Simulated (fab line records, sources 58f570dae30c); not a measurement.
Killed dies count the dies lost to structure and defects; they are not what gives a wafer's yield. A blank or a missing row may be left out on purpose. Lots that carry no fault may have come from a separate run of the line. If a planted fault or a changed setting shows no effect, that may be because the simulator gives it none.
A single fault, viewed from 2 desks -- flow berkeley-cmos170 -- what lay behind the numbers comes last; until then each desk has only its own

FOR THE TOOL OWNER'S DESK: krf-scanner-01
The tool's own readings at UCB170_PLDD_EXPOSE_03 (exposes mask PSELECT, target cd 1200 nm): means of the sampled wafers that have a number, for each lot that ran on this tool. Marked OUT: a lot whose mean sits more than 4 standard deviations from the usual mean, which makes it out of limits; the brackets give that distance.
Columns: A = stage-vel-mm-s at UCB170_PLDD_EXPOSE_03, usual 500.03 mm/s
lot,first seen here,A
L948,day 7 22:26,499.64
L945,day 7 23:06,500.11
L947,day 7 23:52,500.18
L951,day 8 16:22,500.13
L956,day 10 05:53,499.86
L960,day 11 04:09,499.88
This desk's verdict: no lot among the 6 shows anything out of limits.

THE METROLOGY DESK
What the gauges read for every lot (on any tool): the sampled wafers with a number, averaged. Marked OUT: a lot whose mean sits more than 4 standard deviations from the usual mean, which makes it out of limits; the brackets give that distance.
Columns: A = NWELL_OVL at UCB170_NWELL_OVL_MEAS_12, usual -3 nm; B = PLDD_OVL at UCB170_PLDD_OVL_MEAS_07, usual -1 nm; C = PLDD_TW at UCB170_PLDD_TW_MEAS_11, usual 1014
lot,first seen here,A,B,C
L942,day 2 10:14,5,-6,1008
L943,day 2 20:55,-4,1,1009
L944,day 2 21:08,-6,-3,1019
L945,day 3 05:21,-0,3,1020
L947,day 3 12:13,4,-7,1005
L948,day 3 15:47,-9,-2,1024
L950,day 4 01:34,-11,-2,1011
L951,day 4 01:46,-3,-5,1024
L953,day 4 18:18,-5,-1,1020
L955,day 5 00:05,2,-2,1010
L956,day 5 09:47,-7,172 (+33) OUT,1021
L960,day 6 05:48,-3,176 (+33) OUT,1012
L963,day 7 02:53,4,1,1019
L965,day 7 11:29,-5,-1,1008
This desk's finding: out of limits on L956, L960; first on L956, day 10 06:28 (PLDD_OVL at UCB170_PLDD_OVL_MEAS_07). L942, L943, L944, L945, L947, L948, L950, L951, L953, L955, L963, L965: within limits.

ALL TOGETHER
Metrology desk: alarm possible at day 10 06:28 on L956, L960.
Nothing out of limits was seen by the tool owner's desk.
On record at the tool owner's desk: L956, L960, within its limits.
On krf-scanner-01, each named lot ran UCB170_PLDD_EXPOSE_03.

WHAT WAS PUT IN BY THE SIMULATOR
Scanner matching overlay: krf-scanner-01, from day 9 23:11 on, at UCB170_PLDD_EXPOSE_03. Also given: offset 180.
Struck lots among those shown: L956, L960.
Per desk, hours elapsed from the start of the fault to the first reading out of limits: for the metrology desk, 7.
